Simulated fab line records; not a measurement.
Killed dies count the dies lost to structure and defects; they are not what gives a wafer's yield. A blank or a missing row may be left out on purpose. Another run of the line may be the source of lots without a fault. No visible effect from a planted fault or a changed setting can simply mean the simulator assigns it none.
fab line records :: flow ritCmos
[record]
  lots = 7
  wafers = 21
  lastDay = 7
route steps=202 shown NWELL@38 PWELL@39 WELLDRIVE@50
lots that met no fault: from a run of the same line without faults
startH: the number of hours between the record's first day and the start of the first shown wafer of the lot :: waitH: hours from the lot's prior step to this one :: " identical to the entry in the row above :: L1.1+2: a single row standing in for several wafers :: - no value present, or no start provided :: * or withheld: withheld :: < > ~ a bound
route shown NAME@n: names a module that has steps shown in the file, with the first one's number in the route :: usual: average and standard deviation across the fault-free wafers :: same: alike in all rows :: chamber/n: place in a boat :: sites: readings site by site :: _std_site: standard deviation across them :: _edge_site: mean of outer sites minus mean of inner sites :: radiusMm: how far each site lies from the wafer's centre :: mask NAME#n: copy n :: behind: tool/chamber where the wafer was last shaped :: hold: cause of the lot's hold/its duration in hours/its outcome :: device: whichever transistor did not switch (one of n, p or np) :: end of line: tests run on the same wafers once the route is complete :: a step given without rows: its recipe and nothing more :: killed: at the first sort, the dies lost to defects and structure; wafer yield is something else :: map: a wafer's dies, marking killed ones x, the rest . and places with no die _
set.NAME: the setting that was run; set.NAME@STEP: the one run at that earlier step :: model.NAME: the simulator's own value behind a step, which no gauge read
lots seen at some steps along the route; tables by step, rows by wafer
services: from which hour (startH, from the record's first day; less than 0 if before it) a tool's chamber was out of use, for how many hours, and why
[[steps]]
[step RIT_NWELL_TW_MEAS_10]
[usual]
  NWELL_TW = 2135/10
lot.wafer: L501.1
tool: filmMetro-03
chamber: -
startH: 21.68
waitH: 0.1
NWELL_TW: 2113

lot.wafer: L501.5
tool: filmMetro-03
chamber: -
startH: 21.68
waitH: 0.1
NWELL_TW: 2118

lot.wafer: L501.6
tool: filmMetro-03
chamber: -
startH: 21.68
waitH: 0.1
NWELL_TW: 2118

lot.wafer: L503.1
tool: filmMetro-01
chamber: -
startH: 32.23
waitH: 0.1
NWELL_TW: 2130

lot.wafer: L503.2
tool: filmMetro-01
chamber: -
startH: 32.23
waitH: 0.1
NWELL_TW: 2123

lot.wafer: L503.5
tool: filmMetro-01
chamber: -
startH: 32.23
waitH: 0.1
NWELL_TW: 2138

lot.wafer: L510.1
tool: filmMetro-03
chamber: -
startH: 65.91
waitH: 0.1
NWELL_TW: 2130

lot.wafer: L510.3
tool: filmMetro-03
chamber: -
startH: 65.91
waitH: 0.1
NWELL_TW: 2115

lot.wafer: L510.5
tool: filmMetro-03
chamber: -
startH: 65.91
waitH: 0.1
NWELL_TW: 2119

lot.wafer: L517.1
tool: filmMetro-04
chamber: -
startH: 101.31
waitH: 0.1
NWELL_TW: 2149

lot.wafer: L517.2
tool: filmMetro-04
chamber: -
startH: 101.31
waitH: 0.1
NWELL_TW: 2149

lot.wafer: L517.5
tool: filmMetro-04
chamber: -
startH: 101.31
waitH: 0.1
NWELL_TW: 2134

lot.wafer: L518.2
tool: filmMetro-01
chamber: -
startH: 108.82
waitH: 0.1
NWELL_TW: 2154

lot.wafer: L518.4
tool: filmMetro-01
chamber: -
startH: 108.82
waitH: 0.1
NWELL_TW: 2149

lot.wafer: L518.6
tool: filmMetro-01
chamber: -
startH: 108.82
waitH: 0.1
NWELL_TW: 2146

lot.wafer: L519.1
tool: filmMetro-01
chamber: -
startH: 113.16
waitH: 0.1
NWELL_TW: 2145

lot.wafer: L519.2
tool: filmMetro-01
chamber: -
startH: 113.16
waitH: 0.1
NWELL_TW: 2155

lot.wafer: L519.5
tool: filmMetro-01
chamber: -
startH: 113.16
waitH: 0.1
NWELL_TW: 2153

lot.wafer: L524.2
tool: filmMetro-03
chamber: -
startH: 138.88
waitH: 0.1
NWELL_TW: 2126

lot.wafer: L524.5
tool: filmMetro-03
chamber: -
startH: 138.88
waitH: 0.1
NWELL_TW: 2128

lot.wafer: L524.6
tool: filmMetro-03
chamber: -
startH: 138.88
waitH: 0.1
NWELL_TW: 2139
[step RIT_PWELL_HMDS_00]
[recipe]
  primeTimeS = 60
  primeTempC = 140
[step RIT_PWELL_COAT_01]
[recipe]
  resist = NOVOLAK
  spinRpm = 2000
  resistThkNm = 1300
[step RIT_PWELL_SOFTBAKE_02]
[recipe]
  resist = NOVOLAK
  tempC = 90
  timeS = 60
[step RIT_PWELL_EXPOSE_03]
[recipe]
  maskId = M3
  na = 0.57
  targetCdNm = 43700
  doseMj = 250
[step RIT_PWELL_PEB_04]
[recipe]
  resist = NOVOLAK
  tempC = withheld
  timeS = withheld
[step RIT_PWELL_DEVELOP_05]
[recipe]
  resist = NOVOLAK
  developTimeS = 68
  devTempC = 23
[step RIT_PWELL_OVL_MEAS_06]
[usual]
  PWELL_OVL = 0.1/1.7
lot.wafer: L501.1
tool: overlay-01
chamber: -
startH: 22.62
waitH: -
PWELL_OVL[nm]: 2.6

lot.wafer: L501.5
tool: overlay-01
chamber: -
startH: 22.62
waitH: -
PWELL_OVL[nm]: 2.1

lot.wafer: L501.6
tool: overlay-01
chamber: -
startH: 22.62
waitH: -
PWELL_OVL[nm]: 1.9

lot.wafer: L503.1
tool: overlay-01
chamber: -
startH: 33.17
waitH: -
PWELL_OVL[nm]: -0.7

lot.wafer: L503.2
tool: overlay-01
chamber: -
startH: 33.17
waitH: -
PWELL_OVL[nm]: 1.0

lot.wafer: L503.5
tool: overlay-01
chamber: -
startH: 33.17
waitH: -
PWELL_OVL[nm]: 1.1

lot.wafer: L510.1
tool: overlay-02
chamber: -
startH: 66.97
waitH: -
PWELL_OVL[nm]: -1.9

lot.wafer: L510.3
tool: overlay-02
chamber: -
startH: 66.97
waitH: -
PWELL_OVL[nm]: -1.6

lot.wafer: L510.5
tool: overlay-02
chamber: -
startH: 66.97
waitH: -
PWELL_OVL[nm]: -1.0

lot.wafer: L517.1
tool: overlay-02
chamber: -
startH: 102.37
waitH: -
PWELL_OVL[nm]: 0.6

lot.wafer: L517.2
tool: overlay-02
chamber: -
startH: 102.37
waitH: -
PWELL_OVL[nm]: 0.5

lot.wafer: L517.5
tool: overlay-02
chamber: -
startH: 102.37
waitH: -
PWELL_OVL[nm]: -2.4

lot.wafer: L518.2
tool: overlay-02
chamber: -
startH: 109.88
waitH: -
PWELL_OVL[nm]: -1.8

lot.wafer: L518.4
tool: overlay-02
chamber: -
startH: 109.88
waitH: -
PWELL_OVL[nm]: 0.6

lot.wafer: L518.6
tool: overlay-02
chamber: -
startH: 109.88
waitH: -
PWELL_OVL[nm]: -3.6

lot.wafer: L519.1
tool: overlay-02
chamber: -
startH: 114.22
waitH: -
PWELL_OVL[nm]: -0.7

lot.wafer: L519.2
tool: overlay-02
chamber: -
startH: 114.22
waitH: -
PWELL_OVL[nm]: -0.7

lot.wafer: L519.5
tool: overlay-02
chamber: -
startH: 114.22
waitH: -
PWELL_OVL[nm]: -0.7

lot.wafer: L524.2
tool: overlay-01
chamber: -
startH: 139.81
waitH: -
PWELL_OVL[nm]: -2.8

lot.wafer: L524.5
tool: overlay-01
chamber: -
startH: 139.81
waitH: -
PWELL_OVL[nm]: -1.0

lot.wafer: L524.6
tool: overlay-01
chamber: -
startH: 139.81
waitH: -
PWELL_OVL[nm]: -0.2
[step RIT_PWELL_HARDBAKE_07]
[recipe]
  resist = NOVOLAK
  tempC = 140
  timeS = 120
[step RIT_PWELL_IMPLANT_08]
[recipe]
  species = B
  energyKev = 170
  doseCm2 = 7e+13
  tiltDeg = 7
[step RIT_PWELL_STRIP_09]
[recipe]
  chemistry = O2
  timeS = 180
  resist = NOVOLAK
  platenTempC = withheld
  powerW = 500
  pressureMtorr = 4000
  o2FlowSccm = 4000
[usual]
  drypumpMotorCurrentA = 6.00/0.29
lot.wafer: L501.1
tool: plasmaAsher-04
chamber: 1
startH: 23.06
waitH: 0.1
drypumpMotorCurrentA: 5.86
rfHoursCounterH: 24

lot.wafer: L501.5
tool: plasmaAsher-04
chamber: 0
startH: 23.06
waitH: 0.1
drypumpMotorCurrentA: 6.34
rfHoursCounterH: -

lot.wafer: L501.6
tool: plasmaAsher-04
chamber: 1
startH: 23.06
waitH: 0.1
drypumpMotorCurrentA: 5.85
rfHoursCounterH: -

lot.wafer: L503.1
tool: plasmaAsher-01
chamber: 0
startH: 33.61
waitH: 0.1
drypumpMotorCurrentA: 6.30
rfHoursCounterH: 39

lot.wafer: L503.2
tool: plasmaAsher-01
chamber: 1
startH: 33.61
waitH: 0.1
drypumpMotorCurrentA: 5.71
rfHoursCounterH: 39

lot.wafer: L503.5
tool: plasmaAsher-01
chamber: 0
startH: 33.61
waitH: 0.1
drypumpMotorCurrentA: 6.30
rfHoursCounterH: -

lot.wafer: L510.1
tool: plasmaAsher-04
chamber: 1
startH: 67.41
waitH: 0.1
drypumpMotorCurrentA: 5.86
rfHoursCounterH: 29

lot.wafer: L510.3
tool: plasmaAsher-04
chamber: 1
startH: 67.41
waitH: 0.1
drypumpMotorCurrentA: 5.83
rfHoursCounterH: -

lot.wafer: L510.5
tool: plasmaAsher-04
chamber: 1
startH: 67.41
waitH: 0.1
drypumpMotorCurrentA: 5.86
rfHoursCounterH: -

lot.wafer: L517.1
tool: plasmaAsher-01
chamber: 1
startH: 102.81
waitH: 0.1
drypumpMotorCurrentA: 5.73
rfHoursCounterH: 47

lot.wafer: L517.2
tool: plasmaAsher-01
chamber: 0
startH: 102.81
waitH: 0.1
drypumpMotorCurrentA: 6.31
rfHoursCounterH: 47

lot.wafer: L517.5
tool: plasmaAsher-01
chamber: 1
startH: 102.81
waitH: 0.1
drypumpMotorCurrentA: 5.69
rfHoursCounterH: -

lot.wafer: L518.2
tool: plasmaAsher-04
chamber: 0
startH: 110.31
waitH: 0.1
drypumpMotorCurrentA: 6.38
rfHoursCounterH: 34

lot.wafer: L518.4
tool: plasmaAsher-04
chamber: 1
startH: 110.31
waitH: 0.1
drypumpMotorCurrentA: 5.83
rfHoursCounterH: -

lot.wafer: L518.6
tool: plasmaAsher-04
chamber: 1
startH: 110.31
waitH: 0.1
drypumpMotorCurrentA: 5.87
rfHoursCounterH: -

lot.wafer: L519.1
tool: plasmaAsher-03
chamber: 1
startH: 114.66
waitH: 0.1
drypumpMotorCurrentA: 6.10
rfHoursCounterH: 46

lot.wafer: L519.2
tool: plasmaAsher-03
chamber: 0
startH: 114.66
waitH: 0.1
drypumpMotorCurrentA: 5.60
rfHoursCounterH: 46

lot.wafer: L519.5
tool: plasmaAsher-03
chamber: 0
startH: 114.66
waitH: 0.1
drypumpMotorCurrentA: 5.61
rfHoursCounterH: -

lot.wafer: L524.2
tool: plasmaAsher-04
chamber: 1
startH: 140.24
waitH: 0.1
drypumpMotorCurrentA: 5.86
rfHoursCounterH: 37

lot.wafer: L524.5
tool: plasmaAsher-04
chamber: 0
startH: 140.24
waitH: 0.1
drypumpMotorCurrentA: 6.33
rfHoursCounterH: -

lot.wafer: L524.6
tool: plasmaAsher-04
chamber: 1
startH: 140.24
waitH: 0.1
drypumpMotorCurrentA: 5.87
rfHoursCounterH: -
[step RIT_PWELL_TW_MEAS_10]
[usual]
  PWELL_TW = 947/5.5
lot.wafer: L501.1
tool: filmMetro-03
chamber: -
startH: 23.23
waitH: 0.1
PWELL_TW: 939

lot.wafer: L501.5
tool: filmMetro-03
chamber: -
startH: 23.23
waitH: 0.1
PWELL_TW: 938

lot.wafer: L501.6
tool: filmMetro-03
chamber: -
startH: 23.23
waitH: 0.1
PWELL_TW: 937

lot.wafer: L503.1
tool: filmMetro-01
chamber: -
startH: 33.78
waitH: 0.1
PWELL_TW: 947

lot.wafer: L503.2
tool: filmMetro-01
chamber: -
startH: 33.78
waitH: 0.1
PWELL_TW: 945

lot.wafer: L503.5
tool: filmMetro-01
chamber: -
startH: 33.78
waitH: 0.1
PWELL_TW: 953

lot.wafer: L510.1
tool: filmMetro-04
chamber: -
startH: 67.58
waitH: 0.1
PWELL_TW: 958

lot.wafer: L510.3
tool: filmMetro-04
chamber: -
startH: 67.58
waitH: 0.1
PWELL_TW: 953

lot.wafer: L510.5
tool: filmMetro-04
chamber: -
startH: 67.58
waitH: 0.1
PWELL_TW: 948

lot.wafer: L517.1
tool: filmMetro-01
chamber: -
startH: 102.99
waitH: 0.1
PWELL_TW: 951

lot.wafer: L517.2
tool: filmMetro-01
chamber: -
startH: 102.99
waitH: 0.1
PWELL_TW: 956

lot.wafer: L517.5
tool: filmMetro-01
chamber: -
startH: 102.99
waitH: 0.1
PWELL_TW: 957

lot.wafer: L518.2
tool: filmMetro-04
chamber: -
startH: 110.49
waitH: 0.1
PWELL_TW: 950

lot.wafer: L518.4
tool: filmMetro-04
chamber: -
startH: 110.49
waitH: 0.1
PWELL_TW: 953

lot.wafer: L518.6
tool: filmMetro-04
chamber: -
startH: 110.49
waitH: 0.1
PWELL_TW: 950

lot.wafer: L519.1
tool: filmMetro-01
chamber: -
startH: 114.83
waitH: 0.1
PWELL_TW: 953

lot.wafer: L519.2
tool: filmMetro-01
chamber: -
startH: 114.83
waitH: 0.1
PWELL_TW: 957

lot.wafer: L519.5
tool: filmMetro-01
chamber: -
startH: 114.83
waitH: 0.1
PWELL_TW: 949

lot.wafer: L524.2
tool: filmMetro-04
chamber: -
startH: 140.43
waitH: 0.1
PWELL_TW: 949

lot.wafer: L524.5
tool: filmMetro-04
chamber: -
startH: 140.43
waitH: 0.1
PWELL_TW: 948

lot.wafer: L524.6
tool: filmMetro-04
chamber: -
startH: 140.43
waitH: 0.1
PWELL_TW: 950
[step RIT_WELLDRIVE_ANNEAL_00]
[recipe]
  tempC = 1100
  timeS = 14700
  ambient = N2
[usual]
  runLengthS = 18265/4
  spikeTcCentreC = 1103.0/1.1
  tubeCenterTempC = 1100/0.097
lot.wafer: L501.1
tool: furnace-04
chamber: 0
startH: 23.29
waitH: 0.1
runLengthS: 18268
spikeTcCentreC: 1101.6
tubeCenterTempC: 1099.9

lot.wafer: L501.5
tool: furnace-04
chamber: 0
startH: 23.29
waitH: 0.1
runLengthS: 18268
spikeTcCentreC: 1103.4
tubeCenterTempC: 1100

lot.wafer: L501.6
tool: furnace-04
chamber: 0
startH: 23.29
waitH: 0.1
runLengthS: 18268
spikeTcCentreC: 1102.5
tubeCenterTempC: 1100

lot.wafer: L503.1
tool: furnace-04
chamber: 0
startH: 33.84
waitH: 0.1
runLengthS: 18261
spikeTcCentreC: 1102.9
tubeCenterTempC: 1100

lot.wafer: L503.2
tool: furnace-04
chamber: 0
startH: 33.84
waitH: 0.1
runLengthS: 18261
spikeTcCentreC: 1102.1
tubeCenterTempC: 1099.9

lot.wafer: L503.5
tool: furnace-04
chamber: 0
startH: 33.84
waitH: 0.1
runLengthS: 18261
spikeTcCentreC: 1101.7
tubeCenterTempC: 1099.9

lot.wafer: L510.1
tool: furnace-04
chamber: 0
startH: 67.64
waitH: 0.1
runLengthS: 18273
spikeTcCentreC: 1102.9
tubeCenterTempC: 1100.1

lot.wafer: L510.3
tool: furnace-04
chamber: 0
startH: 67.64
waitH: 0.1
runLengthS: 18273
spikeTcCentreC: 1102.5
tubeCenterTempC: 1100

lot.wafer: L510.5
tool: furnace-04
chamber: 0
startH: 67.64
waitH: 0.1
runLengthS: 18273
spikeTcCentreC: 1102.1
tubeCenterTempC: 1099.9

lot.wafer: L517.1
tool: furnace-01
chamber: -
startH: 103.56
waitH: 0.6
runLengthS: -
spikeTcCentreC: -
tubeCenterTempC: -

lot.wafer: L517.2
tool: furnace-01
chamber: -
startH: 103.56
waitH: 0.6
runLengthS: -
spikeTcCentreC: -
tubeCenterTempC: -

lot.wafer: L517.5
tool: furnace-01
chamber: -
startH: 103.56
waitH: 0.6
runLengthS: -
spikeTcCentreC: -
tubeCenterTempC: -

lot.wafer: L518.2
tool: furnace-01
chamber: -
startH: 110.60
waitH: 0.1
runLengthS: -
spikeTcCentreC: -
tubeCenterTempC: -

lot.wafer: L518.4
tool: furnace-01
chamber: -
startH: 110.60
waitH: 0.1
runLengthS: -
spikeTcCentreC: -
tubeCenterTempC: -

lot.wafer: L518.6
tool: furnace-01
chamber: -
startH: 110.60
waitH: 0.1
runLengthS: -
spikeTcCentreC: -
tubeCenterTempC: -

lot.wafer: L519.1
tool: furnace-04
chamber: -
startH: 114.89
waitH: 0.1
runLengthS: -
spikeTcCentreC: -
tubeCenterTempC: -

lot.wafer: L519.2
tool: furnace-04
chamber: -
startH: 114.89
waitH: 0.1
runLengthS: -
spikeTcCentreC: -
tubeCenterTempC: -

lot.wafer: L519.5
tool: furnace-04
chamber: -
startH: 114.89
waitH: 0.1
runLengthS: -
spikeTcCentreC: -
tubeCenterTempC: -

lot.wafer: L524.2
tool: furnace-03
chamber: 0
startH: 140.48
waitH: 0.0
runLengthS: 18260
spikeTcCentreC: 1103.6
tubeCenterTempC: 1099.9

lot.wafer: L524.5
tool: furnace-03
chamber: 0
startH: 140.48
waitH: 0.0
runLengthS: 18260
spikeTcCentreC: 1105.4
tubeCenterTempC: 1100

lot.wafer: L524.6
tool: furnace-03
chamber: 0
startH: 140.48
waitH: 0.0
runLengthS: 18260
spikeTcCentreC: 1105.1
tubeCenterTempC: 1099.9
[[services]]
tool: plasmaAsher-03
chamber: -
startH: 37.01
hours: 14.6
kind: pm

tool: furnace-04
chamber: -
startH: 38.93
hours: 4.4
kind: pm

tool: plasmaAsher-01
chamber: -
startH: 46.03
hours: 5.1
kind: repair

tool: plasmaAsher-01
chamber: -
startH: 105.73
hours: 12.0
kind: repair

tool: plasmaAsher-01
chamber: -
startH: 117.71
hours: 9.0
kind: pm

tool: plasmaAsher-01
chamber: 0
startH: 117.71
hours: 9.0
kind: ventCycle

tool: plasmaAsher-01
chamber: 1
startH: 117.71
hours: 9.0
kind: ventCycle

tool: plasmaAsher-01
chamber: 0
startH: 126.71
hours: -
kind: clean

tool: plasmaAsher-01
chamber: 1
startH: 126.71
hours: -
kind: clean

tool: furnace-03
chamber: -
startH: 132.29
hours: 3.3
kind: pm
[[key]]
[firstSign]
  step = RIT_WELLDRIVE_ANNEAL_00
  reading = toolRecord
  direction = missing
effect none on later readings
metAt RIT_WELLDRIVE_ANNEAL_00
struckWafers L517.1,L517.2,L517.5,L518.2,L518.4,L518.6,L519.1,L519.2,L519.5
laterRowsLeftOut L517.1,L517.2,L517.5,L518.2,L518.4,L518.6,L519.1,L519.2,L519.5
sortLeftOut L517.1,L517.2,L517.5,L518.2,L518.4,L518.6,L519.1,L519.2,L519.5
testerLeftOut L517,L518,L519
onsetBetween 67.64 103.56
[fault]
  kind = skippedStepWhole
  tool = furnace-01,furnace-04
  chamber = -
  onsetH = 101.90
  steps = RIT_WELLDRIVE_ANNEAL_00
  scope = struckLotsOnly
// testerLeftOut: of these lots the tester's yield and bins aren't shown, on N5 and GAA mostly nor the transistor test; their killed dies are dies lost to structure and defects alone, not to doping, threshold or leakage, so they don't give the yield
// sortLeftOut: the simulated sort isn't trusted on such a fault, so these wafers' sort isn't shown, and their yield isn't known
// laterRowsLeftOut: the simulator's readings of these wafers behind a module that went badly wrong aren't trusted and aren't shown, but for the sort
